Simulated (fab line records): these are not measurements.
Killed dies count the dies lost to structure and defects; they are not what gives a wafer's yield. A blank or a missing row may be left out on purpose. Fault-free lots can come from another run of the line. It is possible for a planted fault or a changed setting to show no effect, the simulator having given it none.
Comparing a struck lot with a sound one + flow rit_cmos + 16 steps out of a route of 202
Sound: the wafers L801.1, L801.2, L801.4. The struck wafers were L810.2, L810.4, L810.5. The cause is named last.
For every step that has rows: the tool of each side, followed by ch and its chambers, followed by its first start. Under that, the readings that differ: sound wafers + struck wafers + difference of the means + sigmas: that difference in standard deviations of wafers without a fault.
alike: readings whose means differ by less than 2 such deviations, and words and numbers that are the same on both sides. not compared: withheld readings, readings that some wafer has no value for, bounds like >300 that may hide the same value, and numbers for which the record gives no deviation and whose values overlap.
A row with sigmas, a row that says differs or no value, or rows on one side alone: a step with any of these is where the two part. Non-overlapping numbers with no deviation appear without sigmas and do not part them. Lack of a reading on every wafer of one side parts them only where that side has two or more wafers.

first, 4 steps without rows for these wafers: RIT_ACTIVE_SOFTBAKE_07 (time 60 s); RIT_ACTIVE_EXPOSE_08 (exposes mask M1, target cd 1400 nm); RIT_ACTIVE_PEB_09; RIT_ACTIVE_DEVELOP_10 (develop time 50 s).
RIT_ACTIVE_CD_MEAS_11 targets a cd of 1400 nm.
  struck on cd_sem-01, day 3 13:59; sound on cd_sem-01, day 1 15:28
  alike: cd_nm
then, 1 step without rows for these wafers: RIT_ACTIVE_HARDBAKE_12 (time 60 s).
RIT_ACTIVE_ETCH_13: etches Si3N4 in SF6, stops on SiO2, time 210 s, target depth 210 nm.
  sound on rie_diel-04 ch 0,1,2, day 1 15:44; struck on rie_diel-04 ch 1,2,3, day 3 14:14
  alike: drypump_motor_current_A, oes_product_au, rf_fwd_power_W, throttle_valve_pct
  not compared: rf_hours_counter_h
RIT_ACTIVE_STRIP_14: strips in O2, time 180 s.
  sound on plasma_asher-03 ch 0,1, day 1 15:52; struck on plasma_asher-01 ch 0,1, day 3 14:22
  alike: drypump_motor_current_A
  not compared: rf_hours_counter_h
RIT_ACTIVE_CD_MEAS_90 targets a cd of 1400 nm.
  struck on cd_sem-01, day 3 14:34; sound on cd_sem-02, day 1 16:02
  alike: cd_nm
then, 3 steps without rows for these wafers: RIT_ACTIVE_CLEAN_15 (cleans in SC1, time 600 s); RIT_ACTIVE_CLEAN_16 (cleans in dHF, time 30 s); RIT_ACTIVE_CLEAN_17 (cleans in SC2, time 600 s).
RIT_FOX1_OXIDATION_00: target thk 350.7 nm, ox time 1130 s.
  sound on furnace-01 ch 0, day 1 18:37; struck on furnace-04 ch 0, day 3 15:08
| reading                                     | sound             | struck          | difference | sigmas |
|---------------------------------------------|-------------------|-----------------|------------|--------|
| model.SiO2_of_FOX1_OXIDATION_00.thk_nm (nm) | 360.8 364.9 367.2 | 314.5 307 302.4 | -56.3      |        |
  alike: zone_power_centre_pct
RIT_FOX1_THK_MEAS_01:
  struck on film_metro-04, day 3 16:27; sound on film_metro-02, day 1 19:56
| reading             | sound       | struck      | difference | sigmas |
|---------------------|-------------|-------------|------------|--------|
| FOX1_OXIDE_THK (nm) | 361 365 367 | 314 307 302 | -57        | -7     |
then, 1 step without rows for these wafers: RIT_FOX1_WET_ETCH_02 (etches SiO2 in BOE, target depth 350 nm, time 390 s).
-- the record jumps here: 2 days lie between the struck wafers' starts before and after (it left off in module FOX1 and takes up again in module M1, whose first step shown is number 202 of the route) --
RIT_M1_PROBE_99:
  struck on prober-01, day 5 19:26; sound on prober-02, day 3 18:08
| reading                             | sound          | struck         | difference | sigmas |
|-------------------------------------|----------------|----------------|------------|--------|
| model.etest.nplus_sal.width_nm (nm) | 3423 3458 3426 | 3482 3505 3531 | +70        |        |
| model.etest.pplus_sal.width_nm (nm) | 3397 3442 3429 | 3482 3487 3516 | +72        |        |
| model.etest.pldd.width_nm (nm)      | 3176 3179 3187 | 3233 3238 3234 | +54        |        |
| model.etest.nldd.width_nm (nm)      | 3176 3170 3191 | 3251 3240 3245 | +66        |        |
  alike: killed_at_contacts, killed_at_front_end, killed_dies, killed_open, killed_short

== WHERE THEY PART ==
Within this record, at RIT_FOX1_THK_MEAS_01 only. Later steps at which nothing parts them and some readings are alike: RIT_M1_PROBE_99.

WHY: what the simulator had put in
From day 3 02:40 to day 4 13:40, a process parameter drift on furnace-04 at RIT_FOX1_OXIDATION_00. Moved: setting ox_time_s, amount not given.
